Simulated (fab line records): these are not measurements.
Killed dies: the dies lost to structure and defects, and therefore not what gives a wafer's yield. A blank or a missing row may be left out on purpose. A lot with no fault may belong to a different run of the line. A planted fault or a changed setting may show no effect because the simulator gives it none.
Comparing a struck lot with a sound one | flow berkeleyCmos170 | 14 out of 331 route steps
Sound: the wafers L271.2, L271.3, L271.5. The struck wafers were L274.2, L274.3, L274.5. At the end, the cause is stated.
Order at every step that has rows: each side's tool, ch and its chambers, its first start. Under that, the readings that differ: sound wafers | struck wafers | difference of the means | sigmas: that difference in standard deviations of wafers without a fault.
alike: readings whose means differ by less than 2 such deviations, and words and numbers that are the same on both sides. not compared: withheld readings, readings that some wafer has no value for, bounds like >300 that may hide the same value, and numbers for which the record gives no deviation and whose values overlap.
Wherever a step has rows on one side only, a row that says differs or no value, or a row with sigmas, the two part there. Non-overlapping numbers with no deviation appear without sigmas and do not part them. A reading missing from all wafers of one side parts the sides only when that side holds two or more wafers.

first, 2 steps without rows for these wafers: UCB170_GATE_PEB_10; UCB170_GATE_DEVELOP_11 (develop time 45 s).
UCB170_GATE_CD_MEAS_12 targets a cd of 350 nm.
  sound on cdSem-02 at day 7 11:22; struck on cdSem-02 at day 8 01:37
  alike: cdNm
UCB170_GATE_OVL_MEAS_13:
  sound on overlay-01 at day 7 11:29; struck on overlay-01 at day 8 01:43
  alike: GATE_OVL
UCB170_GATE_ETCH_14: etches BARC in N2/H2.
  sound on rieDiel-03 ch 0,2, day 7 11:31; struck on rieDiel-03 ch 2,3, day 8 01:45
reading              | sound             | struck            | difference | sigmas
throttleValvePct (%) | 13.29 13.14 13.26 | 13.26 13.65 13.66 | +0.29      | +2
  alike: biasW, drypumpMotorCurrentA, oesProductAu, rfFwdPowerW
UCB170_GATE_ETCH_15: etches poly-Si in HBr/Cl2, stops on SiO2, time 56.3 s, target depth 278.2 nm.
  sound on rieSi-01 ch 0,1,3, day 7 11:33; struck on rieSi-01 ch 0,3, day 8 01:47
  alike: biasW, drypumpMotorCurrentA, oesProductAu, rfFwdPowerW, throttleValvePct
  not compared: rfHoursCounterH
UCB170_GATE_STRIP_16: strips in O2.
  sound on plasmaAsher-01 ch 0,1, day 7 11:36; struck on plasmaAsher-03 ch 1, day 8 01:50
  alike: drypumpMotorCurrentA, oesProductAu
  not compared: rfHoursCounterH
UCB170_GATE_CD_MEAS_90 targets a cd of 350 nm.
  sound on cdSem-02 at day 7 11:46; struck on cdSem-02 at day 8 01:58
  alike: cdNm
then, 4 steps without rows for these wafers: UCB170_GATE_CLEAN_17 (cleans in SPM, time 600 s); UCB170_PLDD_HMDS_00 (prime time 60 s); UCB170_PLDD_COAT_01 (resist thk 900 nm); UCB170_PLDD_SOFTBAKE_02 (time 60 s).
UCB170_PLDD_EXPOSE_03: exposes mask PSELECT, target cd 1200 nm.
  struck on krfScanner-01, day 8 03:22; sound on krfScanner-01 ch 0, day 7 14:19
  no value came back on the struck wafers for exposureDoseMJCm2, focusOffsetNm (nm), reticleTempC (C); on the sound wafers exposureDoseMJCm2 reads 30.022 30.012 30.004
  alike: mask
then, 1 step without rows for these wafers: UCB170_PLDD_PEB_04.

WHERE THEY PART
Earliest at UCB170_GATE_ETCH_14; latest, in this record, at UCB170_PLDD_EXPOSE_03.

WHY: whatever the simulator had introduced
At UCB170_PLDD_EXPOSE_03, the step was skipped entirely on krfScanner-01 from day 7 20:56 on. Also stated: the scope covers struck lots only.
